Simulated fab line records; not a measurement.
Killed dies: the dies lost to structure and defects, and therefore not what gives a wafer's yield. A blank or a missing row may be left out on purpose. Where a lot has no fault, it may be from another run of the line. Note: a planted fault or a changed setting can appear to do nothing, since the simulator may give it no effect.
Which of the tools did it? | flow berkeley_cmos170 | 42 wafers from 14 lots sampled at 6 of the route's 331 steps

## WHAT THE GAUGES SHOWED, per wafer
UCB170_CONTACT_CD_MEAS_90: the cd target is 700 nm. Usual: 700.4 nm for cd_nm, sd 1.8.
lot  | measured     | on        | cd_nm (nm)        | flag
L642 | day 9 11:47  | cd_sem-02 | 699.9 700.3 698.5 |
L643 | day 9 13:07  | cd_sem-02 | 698.7 697.5 698.7 |
L646 | day 10 01:52 | cd_sem-02 | 698.3 697.7 698.6 |
L650 | day 10 16:31 | cd_sem-02 | 698.8 699.3 700.4 |
L647 | day 10 17:52 | cd_sem-02 | 701.4 699.8 699.9 |
L651 | day 10 18:53 | cd_sem-02 | 698.8 698.7 698.2 |
L652 | day 11 08:54 | cd_sem-02 | 702.6 700.2 702.0 |
L653 | day 11 12:13 | cd_sem-02 | 698.8 698.3 698.0 |
L655 | day 11 19:50 | cd_sem-02 | 701.2 701.6 703.1 |
L654 | day 11 20:52 | cd_sem-01 | 700.3 702.8 701.9 |
L657 | day 11 22:53 | cd_sem-01 | 700.2 700.9 699.1 |
L659 | day 12 08:17 | cd_sem-01 | 704.6 702.9 701.2 |
L662 | day 12 20:43 | cd_sem-01 | 700.2 703.3 701.4 |
L664 | day 13 05:51 | cd_sem-02 | 700.4 698.3 698.7 |

UCB170_M2_OVL_MEAS_16. Usual: M2_OVL gives 0 nm (standard deviation 5.2).
lot  | measured     | on         | M2_OVL (nm) | flag
L642 | day 9 21:51  | overlay-01 | 6 1 3       |
L643 | day 10 00:19 | overlay-02 | -7 -5 0     |
L646 | day 10 13:31 | overlay-02 | -13 -2 -7   |
L650 | day 11 03:57 | overlay-02 | -6 -1 -8    |
L647 | day 11 06:52 | overlay-02 | 0 6 14      |
L651 | day 11 05:58 | overlay-02 | 2 1 -3      |
L652 | day 11 19:34 | overlay-02 | -6 -1 -5    |
L653 | day 12 01:58 | overlay-02 | 1 2 -2      |
L655 | day 12 04:03 | overlay-01 | 0 -6 -6     |
L654 | day 12 07:09 | overlay-01 | 13 0 0      |
L657 | day 12 08:41 | overlay-02 | 1 -2 -2     |
L659 | day 12 18:58 | overlay-02 | -6 -4 -3    |
L662 | day 13 06:50 | overlay-02 | -1 0 -2     |
L664 | day 13 16:09 | overlay-02 | 4 -1 5      |

UCB170_M2_CD_MEAS_90: the cd target is 700 nm. Usual: 699.8 nm for cd_nm, sd 2.9.
lot  | measured     | on        | cd_nm (nm)        | flag
L642 | day 9 22:13  | cd_sem-02 | 703.8 703.3 701.7 |
L643 | day 10 00:41 | cd_sem-01 | 698.5 696.4 700.5 |
L646 | day 10 13:57 | cd_sem-01 | 695.7 698.7 696.4 |
L650 | day 11 04:19 | cd_sem-02 | 698.2 699.7 697.8 |
L647 | day 11 07:14 | cd_sem-01 | 698.6 697.4 698.1 |
L651 | day 11 06:34 | cd_sem-02 | 699.7 697.6 699.8 |
L652 | day 11 20:04 | cd_sem-01 | 700.3 698.1 696.5 |
L653 | day 12 02:22 | cd_sem-01 | 708.3 702.9 700.5 |
L655 | day 12 04:38 | cd_sem-01 | 701.8 699.8 699.6 |
L654 | day 12 07:33 | cd_sem-01 | 702.4 704.3 704.7 |
L657 | day 12 09:15 | cd_sem-02 | 698.2 698.7 701.6 |
L659 | day 12 19:19 | cd_sem-01 | 690.6 693.2 703.2 |
L662 | day 13 07:12 | cd_sem-01 | 689.3 699.9 690.4 |
L664 | day 13 16:34 | cd_sem-01 | 697.5 702.5 696.4 |

## EACH LOT AND THE TOOL THAT RAN IT (in order: tool; ch and the chambers of the sampled wafers; start)
lot  | UCB170_CONTACT_STRIP_06              | UCB170_M2_METAL_ETCH_18           | UCB170_M2_STRIP_19
L642 | plasma_asher-03 ch 0,1, day 9 09:53  | rie_metal-01 ch 0,1, day 9 21:56  | plasma_asher-01 ch 0,1, day 9 22:07
L643 | plasma_asher-04 ch 0,1, day 9 10:13  | rie_metal-02 ch 0, day 10 00:23   | plasma_asher-01 ch 1, day 10 00:34
L646 | plasma_asher-02 ch 0,1, day 9 22:14  | rie_metal-02 ch 1, day 10 13:36   | plasma_asher-01 ch 0, day 10 13:51
L650 | plasma_asher-03 ch 0, day 10 13:58   | rie_metal-02 ch 0,1, day 11 04:02 | plasma_asher-04 ch 0,1, day 11 04:13
L647 | plasma_asher-02 ch 0,1, day 10 15:55 | rie_metal-04 ch 1, day 11 06:57   | plasma_asher-03 ch 0,1, day 11 07:08
L651 | plasma_asher-03 ch 0,1, day 10 15:58 | rie_metal-02 ch 1, day 11 06:13   | plasma_asher-03 ch 0,1, day 11 06:26
L652 | plasma_asher-04 ch 0,1, day 11 06:17 | rie_metal-01 ch 0,1, day 11 19:38 | plasma_asher-01 ch 0,1, day 11 19:49
L653 | plasma_asher-04 ch 0,1, day 11 08:13 | rie_metal-01 ch 0,1, day 12 02:05 | plasma_asher-04 ch 0,1, day 12 02:15
L655 | plasma_asher-03 ch 0,1, day 11 17:28 | rie_metal-04 ch 0, day 12 04:14   | plasma_asher-01 ch 0,1, day 12 04:31
L654 | plasma_asher-02 ch 0,1, day 11 18:35 | rie_metal-01 ch 0,1, day 12 07:14 | plasma_asher-01 ch 0,1, day 12 07:25
L657 | plasma_asher-02 ch 0,1, day 11 20:29 | rie_metal-04 ch 0, day 12 08:49   | plasma_asher-01 ch 0,1, day 12 09:08
L659 | plasma_asher-03 ch 1, day 12 05:46   | rie_metal-01 ch 0,1, day 12 19:02 | plasma_asher-04 ch 0,1, day 12 19:13
L662 | plasma_asher-03 ch 0,1, day 12 18:48 | rie_metal-01 ch 0,1, day 13 06:55 | plasma_asher-04 ch 0,1, day 13 07:06
L664 | plasma_asher-03 ch 0,1, day 13 04:04 | rie_metal-04 ch 0,1, day 13 16:17 | plasma_asher-01 ch 0,1, day 13 16:26
- UCB170_CONTACT_STRIP_06: strips in O2.
- UCB170_M2_METAL_ETCH_18: etches Al in Cl2/BCl3, stops on SiO2, target depth 1170 nm, time 195 s.
- UCB170_M2_STRIP_19: strips in O2.

## WHAT THE TOOLS THEMSELVES READ (means of the sampled wafers that have a number; where no wafer has one, the mark that the record gives instead)
UCB170_CONTACT_STRIP_06. Usual: chamber_pressure_mTorr 3500 mTorr, standard deviation 3.1; drypump_motor_current_A 5.6 A, standard deviation 0.57; oes_product_au 0.735 a.u., standard deviation 0.0046; strip_time_to_endpoint_s 21.96 s, standard deviation 0.061.
lot  | tool            | chamber_pressure_mTorr (mTorr) | drypump_motor_current_A (A) | oes_product_au (a.u.) | strip_time_to_endpoint_s (s) | flag
L642 | plasma_asher-03 | 3502                           | 6.0                         | 0.736                 | 21.95                        |
L643 | plasma_asher-04 | 3500                           | 5.9                         | 0.736                 | 22.04                        |
L646 | plasma_asher-02 | 3502                           | 5.1                         | 0.738                 | 21.95                        |
L650 | plasma_asher-03 | 3501                           | 5.2                         | 0.731                 | 21.92                        |
L647 | plasma_asher-02 | 3501                           | 5.1                         | 0.734                 | 21.89                        |
L651 | plasma_asher-03 | 3499                           | 5.6                         | 0.732                 | 22.03                        |
L652 | plasma_asher-04 | 3500                           | 5.6                         | 0.736                 | 21.93                        |
L653 | plasma_asher-04 | 3497                           | 5.9                         | 0.739                 | 22.09                        |
L655 | plasma_asher-03 | 3498                           | 6.0                         | 0.736                 | 21.93                        |
L654 | plasma_asher-02 | 3498                           | 5.4                         | 0.737                 | 22.00                        |
L657 | plasma_asher-02 | 3501                           | 5.4                         | 0.734                 | 22.00                        |
L659 | plasma_asher-03 | 3498                           | 6.5                         | 0.733                 | 22.01                        |
L662 | plasma_asher-03 | 3502                           | 5.6                         | 0.738                 | 21.94                        |
L664 | plasma_asher-03 | 3499                           | 6.0                         | 0.735                 | 21.98                        |

UCB170_M2_METAL_ETCH_18. Usual: chamber_pressure_mTorr 12.000 mTorr, standard deviation 0.011; drypump_motor_current_A 5.8 A, standard deviation 0.49; oes_product_au 0.842 a.u., standard deviation 0.01; throttle_valve_pct 24.53 %, standard deviation 0.24.
lot  | tool         | chamber_pressure_mTorr (mTorr) | drypump_motor_current_A (A) | oes_product_au (a.u.) | throttle_valve_pct (%) | flag
L642 | rie_metal-01 | 12.014                         | 6.0                         | 0.837                 | 24.56                  |
L643 | rie_metal-02 | 11.993                         | 5.8                         | 0.855                 | 24.60                  |
L646 | rie_metal-02 | 12.009                         | 5.3                         | 0.845                 | 24.45                  |
L650 | rie_metal-02 | 12.001                         | 5.6                         | 0.855                 | 24.56                  |
L647 | rie_metal-04 | 12.007                         | 6.7                         | 0.826                 | 24.60                  |
L651 | rie_metal-02 | 12.005                         | 5.4                         | 0.850                 | 24.45                  |
L652 | rie_metal-01 | 11.993                         | 5.9                         | 0.844                 | 24.76                  |
L653 | rie_metal-01 | 11.991                         | 5.9                         | 0.832                 | 24.77                  |
L655 | rie_metal-04 | 12.001                         | 5.2                         | 0.849                 | 24.30                  |
L654 | rie_metal-01 | 12.008                         | 5.9                         | 0.832                 | 24.77                  |
L657 | rie_metal-04 | 12.003                         | 5.2                         | 0.846                 | 24.31                  |
L659 | rie_metal-01 | 11.992                         | 6.0                         | 0.785                 | 24.58                  | OFF
L662 | rie_metal-01 | 12.005                         | 6.0                         | 0.784                 | 24.58                  | OFF
L664 | rie_metal-04 | 11.995                         | 5.7                         | 0.848                 | 24.36                  |

UCB170_M2_STRIP_19. Usual: chamber_pressure_mTorr 3500 mTorr, standard deviation 3.1; drypump_motor_current_A 5.5 A, standard deviation 0.52; oes_product_au 0.532 a.u., standard deviation 0.015.
lot  | tool            | chamber_pressure_mTorr (mTorr) | drypump_motor_current_A (A) | oes_product_au (a.u.) | flag
L642 | plasma_asher-01 | 3502                           | 5.1                         | 0.535                 |
L643 | plasma_asher-01 | 3502                           | 5.3                         | 0.529                 |
L646 | plasma_asher-01 | 3502                           | 5.0                         | 0.502                 |
L650 | plasma_asher-04 | 3497                           | 5.6                         | 0.524                 |
L647 | plasma_asher-03 | 3498                           | 5.6                         | 0.547                 |
L651 | plasma_asher-03 | 3503                           | 6.1                         | 0.510                 |
L652 | plasma_asher-01 | 3497                           | 5.2                         | 0.516                 |
L653 | plasma_asher-04 | 3500                           | 5.9                         | 0.531                 |
L655 | plasma_asher-01 | 3503                           | 5.2                         | 0.553                 |
L654 | plasma_asher-01 | 3499                           | 5.2                         | 0.528                 |
L657 | plasma_asher-01 | 3499                           | 5.2                         | 0.539                 |
L659 | plasma_asher-04 | 3503                           | 5.9                         | 0.411                 | OFF
L662 | plasma_asher-04 | 3499                           | 5.9                         | 0.427                 | OFF
L664 | plasma_asher-01 | 3501                           | 5.2                         | 0.537                 |

## THE ANSWER, worked out from the rows above alone
Rule: a lot is off if the mean of its wafers that have a number lies more than 3 standard deviations from the usual mean. Also off: a lot with no number at a reading for which 4 or more lots have one. Where the step has rows for the other lots, those lots are counted as sound. After the gauges, taken in route order, come the tools' own readings; for these a lot's mean is taken, as printed above. The first step at which some lot is off is used, and at that step the reading that is off furthest; a lot without a number counts as furthest.
Off at UCB170_M2_METAL_ETCH_18 (oes_product_au): L659, L662.
If a tool, at that step or one of the process steps before it, ran each lot that is off and ran no sound lot following the first of them, it fits. One candidate fits, namely rie_metal-01 at UCB170_M2_METAL_ETCH_18. Its last sound lot is L654 (day 12 07:14), its first lot that is off L659 (day 12 19:02): a fault that began between those two fits.
The tool's own readings at UCB170_M2_METAL_ETCH_18 bear it out: on the lots that are off they differ by more than 5 times the standard deviation of the sound lots' means. oes_product_au reads 0.784 a.u. there against 0.843 a.u. on the sound lots.

## WHAT HAD BEEN PUT IN BY THE SIMULATOR
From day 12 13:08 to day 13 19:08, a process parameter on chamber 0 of rie_metal-01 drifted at UCB170_M2_METAL_ETCH_18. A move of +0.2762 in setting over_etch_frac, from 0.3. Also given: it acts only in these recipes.
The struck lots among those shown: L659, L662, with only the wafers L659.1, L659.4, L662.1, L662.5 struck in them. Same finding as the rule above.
